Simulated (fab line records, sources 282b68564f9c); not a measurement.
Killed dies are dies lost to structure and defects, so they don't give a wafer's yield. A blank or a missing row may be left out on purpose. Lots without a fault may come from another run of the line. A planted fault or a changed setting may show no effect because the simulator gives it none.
Which tool did it? | flow rit_cmos | 13 lots, 39 wafers sampled, at 3 steps of a route of 202

WHAT THE GAUGES READ, wafer by wafer
RIT_NLDD_TW_MEAS_10.
lot  | measured    | on            | NLDD_TW
L540 | day 3 04:40 | film_metro-03 | 2529 2500 2520
L541 | day 3 05:08 | film_metro-03 | 2525 2524 2521
L544 | day 4 02:13 | film_metro-04 | 2466 2475 2457
L549 | day 4 16:11 | film_metro-01 | 2719 2708 2709
L551 | day 5 02:55 | film_metro-01 | 2711 2697 2718
L553 | day 5 15:29 | film_metro-01 | 2469 2491 2475
L554 | day 5 18:08 | film_metro-04 | 2452 2463 2443
L556 | day 6 05:17 | film_metro-03 | 2501 2517 2502
L557 | day 6 14:31 | film_metro-01 | 2459 2467 2471
L558 | day 6 21:36 | film_metro-01 | 2456 2459 2472
L560 | day 7 08:19 | film_metro-01 | 2497 2489 2494
L562 | day 7 23:04 | film_metro-04 | 2475 2482 2472
L563 | day 8 02:02 | film_metro-01 | 2467 2463 2474

RIT_SDANNEAL_RS_MEAS_07: measures by four-point-probe.
lot  | measured    | on            | NLDD_RS (ohm/sq)
L540 | day 3 12:40 | film_metro-03 | 152.1 152.6 152.1
L541 | day 3 15:01 | film_metro-01 | 151.7 151.3 151.5
L544 | day 4 11:14 | film_metro-03 | 151.8 151.7 151.7
L549 | day 5 00:28 | film_metro-03 | 113.4 113.7 113.6
L551 | day 5 11:02 | film_metro-03 | 113.6 113.6 113.6
L553 | day 6 00:16 | film_metro-04 | 151.2 151.5 151.7
L554 | day 6 01:59 | film_metro-04 | 151.1 151.0 151.4
L556 | day 6 13:07 | film_metro-01 | 151.5 151.8 151.8
L557 | day 6 22:08 | film_metro-04 | 151.2 151.4 152.1
L558 | day 7 05:20 | film_metro-04 | 152.1 151.6 151.8
L560 | day 7 15:58 | film_metro-04 | 150.3 150.6 150.3
L562 | day 8 08:02 | film_metro-04 | 151.8 151.5 151.5
L563 | day 8 09:54 | film_metro-04 | 152.7 152.1 151.7

WHICH TOOL RAN EACH LOT (tool, then ch and the chambers of the sampled wafers, then the start)
lot  | RIT_NLDD_IMPLANT_08
L540 | implanter-02 ch 0, day 3 04:20
L541 | implanter-01 ch 0, day 3 04:50
L544 | implanter-02 ch 0, day 4 01:53
L549 | implanter-04 ch 0, day 4 15:52
L551 | implanter-04 ch 0, day 5 02:37
L553 | implanter-02 ch 0, day 5 15:13
L554 | implanter-01 ch 0, day 5 17:48
L556 | implanter-01 ch 0, day 6 04:59
L557 | implanter-02 ch 0, day 6 14:13
L558 | implanter-01 ch 0, day 6 21:17
L560 | implanter-01 ch 0, day 7 07:59
L562 | implanter-02 ch 0, day 7 22:47
L563 | implanter-01 ch 0, day 8 01:42
- RIT_NLDD_IMPLANT_08

WHAT THE TOOLS THEMSELVES READ (means of the sampled wafers that have a number; where no wafer has one, the mark that the record gives instead)
RIT_NLDD_IMPLANT_08.
lot  | tool         | beam_on_s (s) | end_station_pressure_torr (Torr) | faraday_current_uA
L540 | implanter-02 | 9.84          | 6.35e-06                         | 1598
L541 | implanter-01 | 10.09         | 6.03e-06                         | 1558
L544 | implanter-02 | 9.92          | 6.30e-06                         | 1588
L549 | implanter-04 | 13.75         | 6.17e-06                         | 1144
L551 | implanter-04 | 14.35         | 6.36e-06                         | 1098
L553 | implanter-02 | 9.98          | 6.51e-06                         | 1576
L554 | implanter-01 | 10.01         | 6.23e-06                         | 1570
L556 | implanter-01 | 9.86          | 5.96e-06                         | 1593
L557 | implanter-02 | 9.96          | 6.53e-06                         | 1580
L558 | implanter-01 | 9.88          | 6.32e-06                         | 1589
L560 | implanter-01 | 10.05         | 5.82e-06                         | 1560
L562 | implanter-02 | 10.00         | 6.04e-06                         | 1572
L563 | implanter-01 | 9.91          | 6.44e-06                         | 1585

THE ANSWER, worked out from the rows above alone
Rule: what is usual is taken from the lots themselves. Put in order of their means at a reading, lots are off if they are a third of the lots or fewer, leave a main group of 4 or more, and stand apart from it by a gap of 3 or more times the standard deviation of the main group's means; of several such gaps the widest counts. A main group whose means are all the same, to the digits that the tables above print for the reading, isn't used. A lot without any number at a reading at which 4 lots or more have one is off too. The other lots that the step has rows for count as sound. The gauges are gone through in route order, then the tools' own readings, and for those a lot's mean is taken as printed above. The first step at which some lot is off is used, and at that step the reading that is off furthest; a lot without a number counts as furthest.
Off: L549, L551, at RIT_NLDD_TW_MEAS_10 (NLDD_TW). The main group: mean 2483, standard deviation 23.
A tool fits if, at a process step before that reading, it ran every lot that is off, and no sound lot after the first of them. The gauges at RIT_NLDD_TW_MEAS_10 aren't tried: what is off there is off at RIT_SDANNEAL_RS_MEAS_07 too, on other tools, and a gauge's error can't cause that. One fits: implanter-04 at RIT_NLDD_IMPLANT_08. It ran no sound lot before its first lot that is off in this sample, so the start can't be narrowed down.
The tool's own readings at RIT_NLDD_IMPLANT_08 bear it out: on the lots that are off they differ by more than 5 times the standard deviation of the sound lots' means. beam_on_s reads 14.05 s there against 9.95 s on the sound lots; faraday_current_uA reads 1121 there against 1579 on the sound lots.

WHAT THE SIMULATOR HAD PUT IN
Process parameter drift: implanter-04, from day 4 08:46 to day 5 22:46, at RIT_NLDD_IMPLANT_08. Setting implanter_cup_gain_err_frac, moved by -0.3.
Lots struck among those shown: L549, L551. The rule above found the same.
